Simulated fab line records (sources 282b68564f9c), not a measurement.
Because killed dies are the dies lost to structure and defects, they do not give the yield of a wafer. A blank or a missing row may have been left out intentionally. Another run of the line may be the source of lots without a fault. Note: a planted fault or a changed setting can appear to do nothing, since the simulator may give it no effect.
A lot that was struck, set against a sound lot	flow ritCmos	19 steps out of a route of 202
Sound: wafers L289.1, L289.5, L289.6. Wafers L294.3, L294.5, L294.6 were the ones struck. The cause is given at the end.
Order at every step that has rows: each side's tool, ch and its chambers, its first start. Under that, the readings that differ: sound wafers	struck wafers	difference of the means	sigmas: that difference in standard deviations of wafers without a fault.
alike: readings whose means differ by less than 2 such deviations, and words and numbers that are the same on both sides. not compared: withheld readings, readings that some wafer has no value for, bounds like >300 that may hide the same value, and numbers for which the record gives no deviation and whose values overlap.
Wherever a step has rows on one side only, a row that says differs or no value, or a row with sigmas, the two part there. Numbers that don't overlap but have no deviation are shown without sigmas and don't part them. A reading missing from all wafers of one side parts the sides only when that side holds two or more wafers.

RIT_SILICIDE_RS_MEAS_02: a four-point-probe measurement.
  sound on filmMetro-01 at day 5 12:36; struck on filmMetro-01 at day 6 17:24
  alike: SILICIDE_TI_RS
RIT_SILICIDE_THK_MEAS_03: measures by xrf.
  sound on filmMetro-01 at day 5 12:43; struck on filmMetro-01 at day 6 17:30
  alike: SILICIDE_TI_THK
RIT_SILICIDE_RTA_04: time 10 s, ramp up 5 s, ramp down 5 s.
  sound on rtpAnneal-02 ch 0, day 5 12:47; struck on rtpAnneal-01 ch 0, day 6 17:34
reading	sound	struck	difference	sigmas
wafer_temp_C_max	652.8 652.2 652.2	653.5 655.6 655.5	+2.5	+2
then, 1 step without rows for these wafers: RIT_SILICIDE_WET_ETCH_05 (etches Ti in SPM, time 120 s).
RIT_SILICIDE_RTA_06: time 10 s, ramp up 5 s, ramp down 10 s.
  sound on rtpAnneal-01 ch 0, day 5 12:54; struck on rtpAnneal-02 ch 0, day 6 17:40
  alike: wafer_temp_C_max
RIT_CONTACT_CVD_00: deposits SiO2 from TEOS, target thk 400 nm, time 61 s.
  sound on pecvd-02 ch 0,1, day 5 12:58; struck on pecvd-01 ch 1,2, day 6 17:43
  alike: heaterPowerW, susceptorTempC
RIT_CONTACT_THK_MEAS_01:
  sound on filmMetro-02 at day 5 13:01; struck on filmMetro-04 at day 6 17:47
  alike: CONTACT_TEOS_THK
then, 2 steps without rows for these wafers: RIT_CONTACT_HMDS_02 (prime time 60 s); RIT_CONTACT_COAT_03 (resist thk 1000 nm).
RIT_CONTACT_SOFTBAKE_04: time 62.18 s.
  sound on lithoTrack-04 ch 0, day 5 13:22; struck on lithoTrack-03 ch 0, day 6 18:10
  alike: plateSensorTCentreC, plateSensorTEdgeC
then, 2 steps without rows for these wafers: RIT_CONTACT_EXPOSE_05 (exposes mask M11, target cd 1000 nm); RIT_CONTACT_PEB_06.
RIT_CONTACT_DEVELOP_07: develop time 120 s.
  sound on lithoTrack-03 ch 0, day 5 13:00; struck on lithoTrack-03 ch 0, day 6 18:00
RIT_CONTACT_CD_MEAS_08 targets a cd of 1000 nm.
  sound on cdSem-02 at day 5 14:02; struck on cdSem-02 at day 6 18:57
reading	sound	struck	difference	sigmas
cdNm (nm)	1003.6 1002.2 1002.3	979.8 980.2 980.2	-22.6	-11
RIT_CONTACT_OVL_MEAS_09:
  sound on overlay-01 at day 5 14:10; struck on overlay-02 at day 6 19:03
  alike: CONTACT_OVL
then, 1 step without rows for these wafers: RIT_CONTACT_HARDBAKE_10 (time 60 s).
RIT_CONTACT_ETCH_11: etches SiO2 in CHF3/CF4/Ar, stops on TiSi2, target depth 480 nm, time 320 s.
  sound on rieDiel-03 ch 0,1,3, day 5 14:21; struck on rieDiel-03 ch 0,1, day 6 19:13
reading	sound	struck	difference	sigmas
model.CONTACT.cdNm (nm)	1004 1003 1003	979.1 979.8 980.5	-23.5	
  alike: drypumpMotorCurrentA, mfcArSccm, oesProductAu, throttleValvePct
  not compared: rfHoursCounterH
RIT_CONTACT_STRIP_12: strips in O2, time 180 s.
  sound on plasmaAsher-02 ch 0,1, day 5 14:32; struck on plasmaAsher-02 ch 0,1, day 6 19:28
  alike: drypumpMotorCurrentA, o2FlowSccm, rfReflPowerW
  not compared: rfHoursCounterH
RIT_M1_PROBE_99:
  sound on prober-02 at day 5 19:13; struck on prober-01 at day 7 00:20
reading	sound	struck	difference	sigmas
killedAtFrontEnd	4 3 1	6 14 7	+6	+2
killedDies	4 3 1	6 14 7	+6	+2
killedOpen	1 1 0	5 8 4	+5	+2
model.etest.contactToGate.bvLeftV (V)	88.39 89.18 90.31	95.81 94.5 97.54	+6.66	
model.etest.contactToGate.bvRightV (V)	90.64 87.75 90.4	95.64 95.49 95.58	+5.97	
  alike: killedShort

WHERE THEY PART
Earliest at RIT_SILICIDE_RTA_04; latest, in this record, at RIT_M1_PROBE_99.

WHY: whatever the simulator had introduced
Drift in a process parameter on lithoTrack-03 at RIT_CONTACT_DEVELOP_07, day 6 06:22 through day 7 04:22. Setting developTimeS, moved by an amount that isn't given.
